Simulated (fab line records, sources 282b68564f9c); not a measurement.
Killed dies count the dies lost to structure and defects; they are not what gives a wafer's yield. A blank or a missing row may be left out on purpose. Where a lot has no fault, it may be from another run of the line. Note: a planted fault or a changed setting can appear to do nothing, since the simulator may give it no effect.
Problem report, 8D (eight disciplines) form, completed by code    flow rit cmos    the parts of the form that need people (team, actions taken, sign-off) are left out

## 1. WHAT WENT WRONG
GATE_POLY_THK at RIT_GATE_THK_MEAS_09 reads a mean of 370.9 nm on 3 wafers of 1 lot; wafers without a fault read 249.8 nm with a standard deviation of 2.5. Relative to the usual mean, that is a shift of +48 standard deviations.
Seen first at day 4 14:24 on film metro-01, wafer L856.1. At this step, 39 wafers from 13 lots have a number in the record. The rule behind "out" and "out of limits": a value lying over 4 standard deviations away from the usual mean. All remaining wafers that have a number are taken as sound.

## 2. WHAT IT IS, WHAT IT ISN'T
question                     is                      is not
which readings at this step  GATE_POLY_THK           -
which lots                   L856                    L847, L848, L849, L850, L852, L853, L862, L865, L866, L868, L869, L870
which wafers of those lots   all that have a number  -
read on which gauges         film metro-01           film metro-02, film metro-04
when                         from day 4 14:24        up to then (18 sound wafers); but 18 sound wafers of L862, L865, L866, L868, L869, L870 came after

## 3. WHAT RULES OUT EACH SUSPECT
Counting: any tool at a process step up to the reading is kept as a suspect provided that every lot that is out went through it and no sound lot did after the first of them.
- the gauge at RIT_GATE_THK_MEAS_09 has been ruled out. All the wafers that are out were read on film metro-01, but those of them that RIT_GATE_ETCH_19 has rows for are out there too, on other tools.
- lpcvd-01 at RIT_GATE_CVD_08 (deposits poly-Si from SiH4, target thk 250 nm, time 2220 s): ruled out as a lasting fault. The sound lots L868 went through it after L856, its earliest lot that is out (day 4 12:47).
Left after counting: nothing in the record.

## 4. THE CAUSE (what the simulator had put in)
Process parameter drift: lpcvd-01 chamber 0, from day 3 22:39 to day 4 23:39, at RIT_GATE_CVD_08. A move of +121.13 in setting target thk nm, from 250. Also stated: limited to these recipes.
Counting ruled it out, wrongly: the rule takes a fault to strike every lot that its tool runs from its start on, and this one did not.

## 5. THE CHAIN OF EFFECTS, in route order
One row per reading whose mean, taken over the struck wafers that have a number, lies over 3 standard deviations from the usual. Only readings for which the record gives a usual standard deviation are gone through. hours: the time from each lot's start at the first step in this table that gives one to its start at this step, as a median over the lots. sigmas: the change in usual standard deviations.
hours  step                  reading         usual       on struck wafers  change  sigmas
0      RIT_GATE_THK_MEAS_09  GATE_POLY_THK   249.8 nm    370.9             +121.1  +48
1      RIT_GATE_ETCH_19      oes product au  0.850 a.u.  1.012             +0.162  +15
Here are the process steps it includes:
- RIT_GATE_ETCH_19: etches poly-Si in SF6/CHF3/O2, stops on SiO2, time 165 s, target depth 312.5 nm.

## 6. WHAT WOULD HAVE CAUGHT IT SOONER
16 hours passed between the start of the fault at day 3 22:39 and the first reading out of limits at a measuring or inspecting step in this record, taken at day 4 14:24.
